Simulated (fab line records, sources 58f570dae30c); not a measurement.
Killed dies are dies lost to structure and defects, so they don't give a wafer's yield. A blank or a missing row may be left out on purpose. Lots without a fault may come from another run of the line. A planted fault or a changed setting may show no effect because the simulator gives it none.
One fault seen from 2 desks | flow berkeley_cmos170 | each desk has only its own numbers; what lay behind them comes last

THE TOOL OWNER'S DESK: implanter-02
The tool's own readings at UCB170_PFIELD_IMPLANT_07: means of the sampled wafers that have a number, for each lot that ran on this tool. A lot is out of limits, marked OUT, if its mean lies more than 4 standard deviations from the usual mean; the brackets give that distance.
Columns: A = beam_energy_keV at UCB170_PFIELD_IMPLANT_07, usual 80.001
lot  | first seen here | A
L692 | day 4 18:24     | 80.017
L695 | day 5 00:58     | 79.989
L697 | day 5 12:43     | 79.967
L700 | day 6 05:26     | 84.935 (+99 or more) OUT
L702 | day 6 12:52     | 84.955 (+99 or more) OUT
This desk's finding: out of limits on L700, L702; first on L700, day 6 05:26 (beam_energy_keV at UCB170_PFIELD_IMPLANT_07). In limits: L692, L695, L697.

THE METROLOGY DESK
What the gauges read, lot by lot, whatever tool the lot ran on: means of the sampled wafers that have a number. A lot is out of limits, marked OUT, if its mean lies more than 4 standard deviations from the usual mean; the brackets give that distance.
Columns: A = INCOMING_BOW at UCB170_START_BOW_MEAS_00, usual 0 um; B = GATE_OVL at UCB170_GATE_OVL_MEAS_13, usual 3 nm; C = PLDD_OVL at UCB170_PLDD_OVL_MEAS_07, usual 0 nm
lot  | first seen here | A  | B  | C
L692 | day 1 10:01     | 7  | 2  | 3
L693 | day 1 15:00     | -2 | -5 | -1
L694 | day 1 20:01     | 0  | 3  | 3
L695 | day 2 01:01     | -4 | 1  | 3
L696 | day 2 06:02     | -2 | 1  | -4
L697 | day 2 11:01     | -1 | -2 | -2
L700 | day 3 02:05     | -2 | -3 | 0
L702 | day 3 12:00     | -5 | -3 | -1
L704 | day 3 22:02     | -1 | -3 | -7
L707 | day 4 13:00     | -2 | 9  | 12
L709 | day 4 23:00     | 0  | 2  | 3
L712 | day 5 14:01     | -4 | 9  | -1
L713 | day 5 19:00     | -1 | -3 | -5
L714 | day 6 00:01     | -1 | 6  | 1
This desk's finding: nothing out of limits on any of the 14 lots.

PUT TOGETHER
The tool owner's desk could have raised an alarm at day 6 05:26, on L700, L702.
The metrology desk saw nothing out of limits.
The metrology desk has L700, L702 on record, within its limits.
Of the lots named, all ran UCB170_PFIELD_IMPLANT_07 on implanter-02.

WHAT THE SIMULATOR HAD PUT IN
Process parameter drift: implanter-02, from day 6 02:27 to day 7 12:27, at UCB170_PFIELD_IMPLANT_07. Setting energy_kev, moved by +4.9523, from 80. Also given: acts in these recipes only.
Lots struck among those shown: L700, L702.
Hours from the fault's start to each desk's first reading out of limits: the tool owner's desk, 3.
